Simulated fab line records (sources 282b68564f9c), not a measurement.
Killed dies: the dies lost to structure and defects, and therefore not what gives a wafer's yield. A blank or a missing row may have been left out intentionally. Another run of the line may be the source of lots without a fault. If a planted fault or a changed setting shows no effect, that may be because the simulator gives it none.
fab line records	flow rit-cmos	part 2 of 2: steps 32 to 43 of 43
[record] lots = 5	wafers = 15	last-day = 7
route steps=202 shown NWELL@29 PWELL@39 WELLDRIVE@50 NRETRO@53 PRETRO@64
lots that met no fault: from a run of the same line without faults
start-h: hours from the record's opening day to when the first of the lot's shown wafers began	wait-h: time in hours since the lot's previous step	" same as the row above	L1.1+2: one row covering several wafers at once	- value missing, or start not given	* or withheld: withheld	< > ~ a bound
route shown NAME@n: names a module that has steps shown in the file, with the first one's number in the route	usual: the fault-free wafers' mean and standard deviation	same: alike in all rows	chamber/n: place in a boat	sites: the reading at each site	_std_site: the standard deviation of these	_edge_site: the outer-site mean with the inner-site mean subtracted	radius-mm: for every site, how far away it sits from the centre of the wafer	mask NAME#n: copy n	behind: tool/chamber where the wafer was last shaped	hold: reason for holding the lot/hours on hold/outcome of the hold	device: the n, p or np transistor that did not switch	end of line: tests run on the same wafers once the route is complete	for a step that has no rows: nothing shown but its recipe	killed: not the wafer's yield, but the dies lost to structure and defects at the first sort	map: a wafer's dies, marking killed ones x, the rest . and places with no die _
set.NAME: the setting that was run; set.NAME@STEP: the one run at that earlier step	model.NAME: the simulator's own value behind a step, which no gauge read
lots seen at some steps along the route; tables by step, rows by wafer
services: a tool's chamber out of use, with start hour (start-h, from the record's first day; less than 0 if before it), hours out, and reason
[[steps]]
[step RIT_NRETRO_HARDBAKE_07]
[recipe] resist = NOVOLAK	temp-c = 140	time-s = 120
[usual] heater-power-total-W = 52.02/0.062
lot.wafer	tool	chamber	start-h	wait-h	heater-power-total-W
L078.1	litho-track-03	0	51.43	0.0	51.96
L078.3	"	0	"	"	51.97
L078.4	"	0	"	"	51.97
L085.1	litho-track-02	0	85.37	0.0	52.06
L085.2	"	0	"	"	51.91
L085.6	"	0	"	"	51.93
L088.2	litho-track-03	0	102.09	0.1	51.97
L088.4	"	0	"	"	51.94
L088.5	"	0	"	"	51.98
L091.2	litho-track-02	0	115.90	0.1	51.95
L091.4	"	0	"	"	52.08
L091.5	"	0	"	"	52.05
L096.1	litho-track-02	0	140.49	0.0	51.99
L096.2	"	0	"	"	51.98
L096.3	"	0	"	"	52.07
[step RIT_NRETRO_IMPLANT_08]
[recipe] species = P	energy-kev = 70	dose-cm2 = 1e+13	tilt-deg = 7
[usual] dose-ions-cm2 = 1.0001e+13/1.2e+10	faraday-current-uA = 31.7/0.65
lot.wafer	tool	chamber	start-h	wait-h	dose-ions-cm2	faraday-current-uA
L078.1	implanter-01	0	51.68	0.2	9.98e+12	32.1
L078.3	"	0	"	"	9.994e+12	31.1
L078.4	"	0	"	"	9.994e+12	32.6
L085.1	implanter-04	0	85.62	0.2	1.0011e+13	31.5
L085.2	"	0	"	"	1.0007e+13	31.7
L085.6	"	0	"	"	1.0002e+13	32.4
L088.2	implanter-04	0	102.32	0.2	9.992e+12	31.7
L088.4	"	0	"	"	1.0008e+13	31.8
L088.5	"	0	"	"	1.0003e+13	31.6
L091.2	implanter-03	0	116.13	0.2	9.989e+12	31.5
L091.4	"	0	"	"	9.983e+12	31.1
L091.5	"	0	"	"	9.998e+12	32.2
L096.1	implanter-01	0	140.74	0.2	1.0018e+13	30.8
L096.2	"	0	"	"	1.0009e+13	32.4
L096.3	"	0	"	"	1.0018e+13	31.7
[step RIT_NRETRO_STRIP_09]
[recipe] chemistry = O2	time-s = 180	resist = NOVOLAK	platen-temp-c = withheld	power-w = 500	pressure-mtorr = 4000	o2-flow-sccm = 4000
[usual] drypump-motor-current-A = 6.0/0.42
lot.wafer	tool	chamber	start-h	wait-h	drypump-motor-current-A	rf-hours-counter-h
L078.1	plasma-asher-02	0	51.83	0.1	6.3	41
L078.3	"	0	"	"	6.3	-
L078.4	"	1	"	"	5.9	-
L085.1	plasma-asher-02	0	85.77	0.1	6.3	45
L085.2	"	1	"	"	5.9	45
L085.6	"	1	"	"	5.9	-
L088.2	plasma-asher-02	1	102.45	0.1	6.0	47
L088.4	"	0	"	"	6.4	-
L088.5	"	1	"	"	5.9	-
L091.2	plasma-asher-01	0	116.26	0.1	5.0	49
L091.4	"	1	"	"	6.2	-
L091.5	"	0	"	"	5.0	-
L096.1	plasma-asher-04	0	140.89	0.1	6.2	2
L096.2	"	1	"	"	5.5	2
L096.3	"	0	"	"	6.2	-
[step RIT_NRETRO_TW_MEAS_10]
[usual] NRETRO_TW = 1056/11
lot.wafer	tool	chamber	start-h	wait-h	NRETRO_TW
L078.1	film-metro-04	-	52.00	0.1	1049
L078.3	"	-	"	"	1051
L078.4	"	-	"	"	1045
L085.1	film-metro-03	-	85.95	0.1	1066
L085.2	"	-	"	"	1062
L085.6	"	-	"	"	1059
L088.2	film-metro-03	-	102.63	0.1	1071
L088.4	"	-	"	"	1068
L088.5	"	-	"	"	1072
L091.2	film-metro-04	-	116.44	0.1	1057
L091.4	"	-	"	"	1055
L091.5	"	-	"	"	1058
L096.1	film-metro-03	-	141.07	0.1	1067
L096.2	"	-	"	"	1056
L096.3	"	-	"	"	1067
[step RIT_PRETRO_HMDS_00]
[recipe] prime-time-s = 60	prime-temp-c = 140
lot.wafer	tool	chamber	start-h	wait-h
L078.1+3+4	litho-track-04	0	52.06	0.1
L085.1+2+6	litho-track-02	0	86.01	0.1
L088.2+4+5	litho-track-03	0	102.71	0.1
L091.2+4+5	litho-track-03	0	116.52	0.1
L096.1+2+3	litho-track-02	0	141.13	0.1
[step RIT_PRETRO_COAT_01]
[recipe] resist = NOVOLAK	spin-rpm = 2000	resist-thk-nm = 1300
[usual] spin-speed-rpm = 2000.2/1.2
lot.wafer	tool	chamber	start-h	wait-h	spin-speed-rpm
L078.1	litho-track-04	0	52.21	0.1	2000.5
L078.3	"	0	"	"	2001.5
L078.4	"	0	"	"	2000.3
L085.1	litho-track-02	0	86.16	0.1	1999.5
L085.2	"	0	"	"	1999.6
L085.6	"	0	"	"	1998.1
L088.2	litho-track-03	0	102.86	0.1	1998.2
L088.4	"	0	"	"	1998.6
L088.5	"	0	"	"	2000.5
L091.2	litho-track-03	0	116.67	0.1	2000.0
L091.4	"	0	"	"	2000.5
L091.5	"	0	"	"	1999.7
L096.1	litho-track-02	0	141.28	0.1	1999.8
L096.2	"	0	"	"	2000.6
L096.3	"	0	"	"	1999.5
[step RIT_PRETRO_SOFTBAKE_02]
[recipe] resist = NOVOLAK	temp-c = 90	time-s = 60
[usual] heater-power-total-W = 34.56/0.053
lot.wafer	tool	chamber	start-h	wait-h	heater-power-total-W
L078.1	litho-track-04	0	52.36	0.1	34.45
L078.3	"	0	"	"	34.60
L078.4	"	0	"	"	34.50
L085.1	litho-track-02	0	86.31	0.1	34.49
L085.2	"	0	"	"	34.47
L085.6	"	0	"	"	34.57
L088.2	litho-track-03	0	103.01	0.1	34.46
L088.4	"	0	"	"	34.46
L088.5	"	0	"	"	34.58
L091.2	litho-track-03	0	116.82	0.1	34.55
L091.4	"	0	"	"	34.66
L091.5	"	0	"	"	34.59
L096.1	litho-track-02	0	141.43	0.1	34.58
L096.2	"	0	"	"	34.54
L096.3	"	0	"	"	34.59
[step RIT_PRETRO_EXPOSE_03]
[recipe] mask-id = M5	na = 0.57	target-cd-nm = 43700	dose-mj = 250
lot.wafer	tool	chamber	start-h	wait-h	mask
L078.1+3+4	iline-stepper-02	0	52.64	0.2	M5#0
L085.1+2+6	iline-stepper-02	0	86.46	0.1	M5#0
L088.2+4+5	iline-stepper-01	0	103.28	0.2	M5#0
L091.2+4+5	iline-stepper-02	0	116.97	0.1	M5#0
L096.1+2+3	iline-stepper-01	0	141.70	0.2	M5#0
[step RIT_PRETRO_PEB_04]
[recipe] resist = NOVOLAK	temp-c = withheld	time-s = withheld
lot.wafer	tool	chamber	start-h	wait-h
L078.1+3+4	litho-track-03	0	53.02	0.4
L085.1+2+6	litho-track-04	0	86.58	0.1
L088.2+4+5	litho-track-02	0	103.40	0.1
L091.2+4+5	litho-track-04	0	117.09	0.1
L096.1+2+3	litho-track-02	0	141.82	0.1
[step RIT_PRETRO_DEVELOP_05]
[recipe] resist = NOVOLAK	develop-time-s = 68	dev-temp-c = 23
lot.wafer	tool	chamber	start-h	wait-h
L078.1+3+4	litho-track-03	0	-	-
L085.1+2+6	litho-track-04	0	-	-
L088.2+4+5	litho-track-02	0	-	-
L091.2+4+5	litho-track-04	0	-	-
L096.1+2+3	litho-track-02	0	-	-
[step RIT_PRETRO_OVL_MEAS_06]
[usual] PRETRO_OVL = 0.2/1.1
lot.wafer	tool	chamber	start-h	wait-h	PRETRO_OVL[nm]
L078.1	overlay-01	-	53.33	-	-0.7
L078.3	"	-	"	"	-0.8
L078.4	"	-	"	"	0.6
L085.1	overlay-02	-	86.89	-	-0.4
L085.2	"	-	"	"	-1.1
L085.6	"	-	"	"	-0.3
L088.2	overlay-01	-	103.69	-	1.3
L088.4	"	-	"	"	1.2
L088.5	"	-	"	"	-0.4
L091.2	overlay-02	-	117.38	-	2.1
L091.4	"	-	"	"	1.3
L091.5	"	-	"	"	1.0
L096.1	overlay-01	-	142.13	-	-1.1
L096.2	"	-	"	"	0.5
L096.3	"	-	"	"	0.3
[step RIT_PRETRO_HARDBAKE_07]
[recipe] resist = NOVOLAK	temp-c = 140	time-s = 120
[usual] heater-power-total-W = 52.03/0.062
lot.wafer	tool	chamber	start-h	wait-h	heater-power-total-W
L078.1	litho-track-03	0	53.37	0.0	52.10
L078.3	"	0	"	"	52.02
L078.4	"	0	"	"	52.00
L085.1	litho-track-02	0	86.93	0.0	52.04
L085.2	"	0	"	"	52.07
L085.6	"	0	"	"	52.00
L088.2	litho-track-02	0	103.77	0.1	51.94
L088.4	"	0	"	"	52.11
L088.5	"	0	"	"	52.05
L091.2	litho-track-02	0	117.46	0.1	51.99
L091.4	"	0	"	"	52.01
L091.5	"	0	"	"	52.02
L096.1	litho-track-04	0	142.17	0.0	51.99
L096.2	"	0	"	"	51.98
L096.3	"	0	"	"	51.91
[[services]]
tool	chamber	start-h	hours	kind
iline-stepper-01	-	18.36	4.4	pm
furnace-01	-	22.12	3.6	pm
plasma-asher-03	-	27.07	0.7	repair
furnace-04	-	28.30	3.6	pm
implanter-02	-	30.73	4.9	pm
iline-stepper-02	-	31.79	9.3	repair
plasma-asher-02	-	33.44	0.7	repair
implanter-02	-	49.08	4.7	repair
iline-stepper-01	-	74.22	2.2	repair
implanter-03	-	74.79	0.5	repair
implanter-02	-	76.74	31.7	pm
implanter-03	-	99.48	5.8	pm
plasma-asher-04	-	108.75	9.0	pm
plasma-asher-04	0	108.75	9.0	vent-cycle
plasma-asher-04	1	108.75	9.0	vent-cycle
plasma-asher-03	-	109.64	4.5	repair
plasma-asher-04	0	117.75	-	clean
implanter-01	-	121.60	10.1	repair
implanter-03	-	122.29	1.3	repair
implanter-04	-	122.77	2.6	repair
implanter-03	-	131.01	1.3	repair
furnace-03	-	132.80	3.2	pm
plasma-asher-04	-	135.38	1.3	repair
plasma-asher-04	-	138.57	1.2	repair
